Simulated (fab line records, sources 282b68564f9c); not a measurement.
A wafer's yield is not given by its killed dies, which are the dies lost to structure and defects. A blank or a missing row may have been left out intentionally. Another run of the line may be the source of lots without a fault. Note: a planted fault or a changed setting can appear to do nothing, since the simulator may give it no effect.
The tool behind it: which one? -- flow rit-cmos -- 42 wafers from 14 lots sampled at 3 of the route's 202 steps

## WHAT EACH GAUGE READ, for each wafer
RIT_SILICIDE_RS_MEAS_02: measures by four-point-probe. Usual: for SILICIDE_TI_RS the level is 48.0 ohm/sq and the standard deviation is 0.76.
lot,measured,on,SILICIDE_TI_RS (ohm/sq),flag
L730,day 3 02:30,film-metro-03,46.8 47.3 47.0,
L731,day 3 07:50,film-metro-04,48.1 48.6 47.9,
L732,day 3 12:32,film-metro-02,48.2 48.3 48.6,
L733,day 3 17:14,film-metro-02,48.1 47.7 48.2,
L735,day 4 03:54,film-metro-04,48.5 48.6 48.4,
L739,day 5 00:24,film-metro-03,48.7 49.2 49.2,
L740,day 5 05:22,film-metro-03,48.4 48.9 49.4,
L741,day 5 08:43,film-metro-02,44.7 44.0 43.9,OFF
L743,day 5 23:17,film-metro-04,44.6 44.8 44.8,OFF
L749,day 7 02:20,film-metro-02,47.8 47.4 47.9,
L750,day 7 10:40,film-metro-02,47.2 47.0 47.6,
L751,day 7 15:59,film-metro-04,47.8 47.8 48.6,
L752,day 7 18:11,film-metro-04,48.8 48.8 48.7,
L753,day 7 23:23,film-metro-02,48.4 47.6 48.0,

RIT_SILICIDE_THK_MEAS_03: measures by xrf. Usual: for SILICIDE_TI_THK the level is 29.7 nm and the standard deviation is 0.38.
lot,measured,on,SILICIDE_TI_THK (nm),flag
L730,day 3 02:36,film-metro-03,30.4 30.1 30.2,
L731,day 3 07:57,film-metro-04,29.9 29.4 29.7,
L732,day 3 12:38,film-metro-02,29.6 29.5 29.4,
L733,day 3 17:22,film-metro-02,29.4 29.9 29.6,
L735,day 4 04:01,film-metro-04,29.3 29.2 29.2,
L739,day 5 00:30,film-metro-03,29.4 29.1 29.1,
L740,day 5 05:29,film-metro-03,29.5 29.3 29.0,
L741,day 5 08:50,film-metro-02,31.5 31.8 31.9,OFF
L743,day 5 23:23,film-metro-04,31.6 31.5 31.5,OFF
L749,day 7 02:26,film-metro-02,29.6 29.9 29.5,
L750,day 7 10:45,film-metro-02,29.7 29.9 29.7,
L751,day 7 16:05,film-metro-04,29.8 29.9 29.5,
L752,day 7 18:18,film-metro-04,29.4 29.4 29.5,
L753,day 7 23:29,film-metro-02,29.2 29.6 29.5,

## TOOL THAT RAN EACH LOT (tool first, then ch and the chambers of the sampled wafers, then the start)
lot,RIT_SILICIDE_SPUTTER_01
L730,"pvd-sputter-04, day 3 02:19"
L731,"pvd-sputter-02, day 3 07:40"
L732,"pvd-sputter-04, day 3 12:22"
L733,"pvd-sputter-02, day 3 17:05"
L735,"pvd-sputter-02, day 4 03:45"
L739,"pvd-sputter-02, day 5 00:13"
L740,"pvd-sputter-04, day 5 05:12"
L741,"pvd-sputter-02, day 5 08:34"
L743,"pvd-sputter-02, day 5 23:06"
L749,"pvd-sputter-04, day 7 02:08"
L750,"pvd-sputter-03, day 7 10:27"
L751,"pvd-sputter-04, day 7 15:47"
L752,"pvd-sputter-03, day 7 18:02"
L753,"pvd-sputter-04, day 7 23:13"
- RIT_SILICIDE_SPUTTER_01: material Ti, target thk 30 nm, time 240 s.

## AS READ BY THE TOOLS THEMSELVES (means over the sampled wafers that have a number; for cases with no such wafer, the mark the record gives instead)
RIT_SILICIDE_SPUTTER_01. Usual: throttle-valve-pct reads 29.3 % (standard deviation 1.1).
lot,tool,throttle-valve-pct (%),flag
L730,pvd-sputter-04,28.0,
L731,pvd-sputter-02,30.6,
L732,pvd-sputter-04,28.8,
L733,pvd-sputter-02,30.4,
L735,pvd-sputter-02,30.3,
L739,pvd-sputter-02,30.5,
L740,pvd-sputter-04,29.1,
L741,pvd-sputter-02,30.7,
L743,pvd-sputter-02,30.6,
L749,pvd-sputter-04,29.0,
L750,pvd-sputter-03,29.0,
L751,pvd-sputter-04,28.0,
L752,pvd-sputter-03,30.0,
L753,pvd-sputter-04,28.2,

## THE ANSWER, worked out from the rows above alone
Rule: a lot counts as off when the mean over its wafers that have a number is more than 3 standard deviations away from the usual mean. A lot without any number at a reading at which 4 lots or more have one is off too. All remaining lots with rows at the step are treated as sound. The gauges are gone through in route order, then the tools' own readings, and for those a lot's mean is taken as printed above. The first step at which some lot is off is used, and at that step the reading that is off furthest; a lot without a number counts as furthest.
Off: L741, L743, at RIT_SILICIDE_RS_MEAS_02 (SILICIDE_TI_RS).
If a tool, at a process step before that reading, ran all the lots that are off and no sound lot after the first of them, it fits. The gauges at RIT_SILICIDE_RS_MEAS_02 are tried like those tools. One candidate fits, namely pvd-sputter-02 at RIT_SILICIDE_SPUTTER_01. A fault onset in the window from L739 (day 5 00:13, its last sound lot) to L741 (day 5 08:34, its first lot off) fits.

## WHAT HAD BEEN PUT IN BY THE SIMULATOR
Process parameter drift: pvd-sputter-02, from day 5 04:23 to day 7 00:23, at RIT_SILICIDE_SPUTTER_01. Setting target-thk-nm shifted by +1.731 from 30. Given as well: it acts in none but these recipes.
Lots struck among those shown: L741, L743. Same finding as the rule above.
